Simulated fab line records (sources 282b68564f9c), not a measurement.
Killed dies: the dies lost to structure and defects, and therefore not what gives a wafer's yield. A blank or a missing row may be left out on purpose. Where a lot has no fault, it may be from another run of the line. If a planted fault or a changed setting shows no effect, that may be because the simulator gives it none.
Which of the tools did it? / flow rit cmos / 42 wafers from 14 lots sampled at 2 of the route's 202 steps

WHAT THE GAUGES READ, wafer by wafer
RIT_NRETRO_TW_MEAS_10.
lot=L259; measured=day 2 13:14; on=film metro-04; NRETRO_TW=1041 1040 1043
lot=L260; measured=day 2 18:28; on=film metro-04; NRETRO_TW=1041 1037 1041
lot=L261; measured=day 2 23:26; on=film metro-04; NRETRO_TW=1047 1040 1044
lot=L262; measured=day 3 02:41; on=film metro-04; NRETRO_TW=1040 1047 1042
lot=L263; measured=day 3 10:23; on=film metro-02; NRETRO_TW=1049 1046 1046
lot=L264; measured=day 3 14:18; on=film metro-04; NRETRO_TW=1041 1046 1043
lot=L265; measured=day 3 19:29; on=film metro-02; NRETRO_TW=1045 1052 1052
lot=L267; measured=day 4 08:44; on=film metro-04; NRETRO_TW=1043 1048 1041
lot=L268; measured=day 4 08:58; on=film metro-04; NRETRO_TW=1041 1041 1036
lot=L269; measured=day 4 19:29; on=film metro-01; NRETRO_TW=1053 1047 1042
lot=L270; measured=day 5 01:58; on=film metro-01; NRETRO_TW=1045 1054 1046
lot=L275; measured=day 6 04:19; on=film metro-01; NRETRO_TW=1015 1020 1015
lot=L279; measured=day 6 18:46; on=film metro-02; NRETRO_TW=1031 1025 1031
lot=L281; measured=day 7 04:40; on=film metro-01; NRETRO_TW=1041 1038 1043

WHAT TOOL EACH LOT RAN ON (gives the tool, then ch and the chambers of the sampled wafers, and finally the start)
lot=L259; RIT_NRETRO_IMPLANT_08=implanter-04 ch 0, day 2 12:55
lot=L260; RIT_NRETRO_IMPLANT_08=implanter-01 ch 0, day 2 18:09
lot=L261; RIT_NRETRO_IMPLANT_08=implanter-01 ch 0, day 2 23:10
lot=L262; RIT_NRETRO_IMPLANT_08=implanter-04 ch 0, day 3 02:22
lot=L263; RIT_NRETRO_IMPLANT_08=implanter-03 ch 0, day 3 10:05
lot=L264; RIT_NRETRO_IMPLANT_08=implanter-04 ch 0, day 3 14:01
lot=L265; RIT_NRETRO_IMPLANT_08=implanter-01 ch 0, day 3 19:10
lot=L267; RIT_NRETRO_IMPLANT_08=implanter-04 ch 0, day 4 08:24
lot=L268; RIT_NRETRO_IMPLANT_08=implanter-03 ch 0, day 4 08:38
lot=L269; RIT_NRETRO_IMPLANT_08=implanter-03 ch 0, day 4 19:09
lot=L270; RIT_NRETRO_IMPLANT_08=implanter-01 ch 0, day 5 01:38
lot=L275; RIT_NRETRO_IMPLANT_08=implanter-01 ch 0, day 6 03:59
lot=L279; RIT_NRETRO_IMPLANT_08=implanter-01 ch 0, day 6 18:28
lot=L281; RIT_NRETRO_IMPLANT_08=implanter-04 ch 0, day 7 04:20
- RIT_NRETRO_IMPLANT_08

AS READ BY THE TOOLS THEMSELVES (means over the sampled wafers that have a number; for cases with no such wafer, the mark the record gives instead)
RIT_NRETRO_IMPLANT_08.
lot=L259; tool=implanter-04; beam energy keV=70.016; faraday current uA=32.0
lot=L260; tool=implanter-01; beam energy keV=70.012; faraday current uA=32.3
lot=L261; tool=implanter-01; beam energy keV=70.021; faraday current uA=30.8
lot=L262; tool=implanter-04; beam energy keV=69.985; faraday current uA=31.0
lot=L263; tool=implanter-03; beam energy keV=70.017; faraday current uA=31.7
lot=L264; tool=implanter-04; beam energy keV=69.996; faraday current uA=31.6
lot=L265; tool=implanter-01; beam energy keV=69.988; faraday current uA=31.3
lot=L267; tool=implanter-04; beam energy keV=70.009; faraday current uA=31.8
lot=L268; tool=implanter-03; beam energy keV=70.019; faraday current uA=31.3
lot=L269; tool=implanter-03; beam energy keV=69.997; faraday current uA=31.9
lot=L270; tool=implanter-01; beam energy keV=70.003; faraday current uA=31.9
lot=L275; tool=implanter-01; beam energy keV=63.454; faraday current uA=32.0
lot=L279; tool=implanter-01; beam energy keV=63.486; faraday current uA=32.0
lot=L281; tool=implanter-04; beam energy keV=70.005; faraday current uA=31.9

THE ANSWER, worked out from the rows above alone
Rule: usual is defined by the lots themselves. The widest of any qualifying gaps counts: lots, ordered by their means at a reading, are off when they make up no more than a third of the lots, leave a main group of 4 or more, and stand apart from it by 3 or more times the standard deviation of that group's means. If all means in a main group match to the digits the tables above print for the reading, that group is not used. A lot without any number at a reading at which 4 lots or more have one is off too. The other lots that the step has rows for count as sound. After the gauges, taken in route order, come the tools' own readings; for these a lot's mean is taken, as printed above. The first step at which some lot is off is used, and at that step the reading that is off furthest; a lot without a number counts as furthest.
Off: L275, L279, seen at RIT_NRETRO_TW_MEAS_10 (NRETRO_TW). The main group has a mean of 1044 with a standard deviation of 3.3.
If a tool, at a process step before that reading, ran all the lots that are off and no sound lot after the first of them, it fits. Not tried: the gauges at RIT_NRETRO_TW_MEAS_10; whatever is off there is also off at RIT_NRETRO_IMPLANT_08, on other tools, and gauge error can't account for it. One fits: implanter-01 at RIT_NRETRO_IMPLANT_08. A fault onset in the window from L270 (day 5 01:38, its last sound lot) to L275 (day 6 03:59, its first lot off) fits.
The tool's own readings at RIT_NRETRO_IMPLANT_08 bear it out: on the lots that are off they differ by more than 5 times the standard deviation of the sound lots' means. beam energy keV reads 63.470 there against 70.006 on the sound lots.

WHAT HAD BEEN PUT IN BY THE SIMULATOR
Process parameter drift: implanter-01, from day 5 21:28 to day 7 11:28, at RIT_NRETRO_IMPLANT_08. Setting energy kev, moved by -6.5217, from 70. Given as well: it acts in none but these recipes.
Shown lots that were struck: L275, L279. The same result came from the rule above.
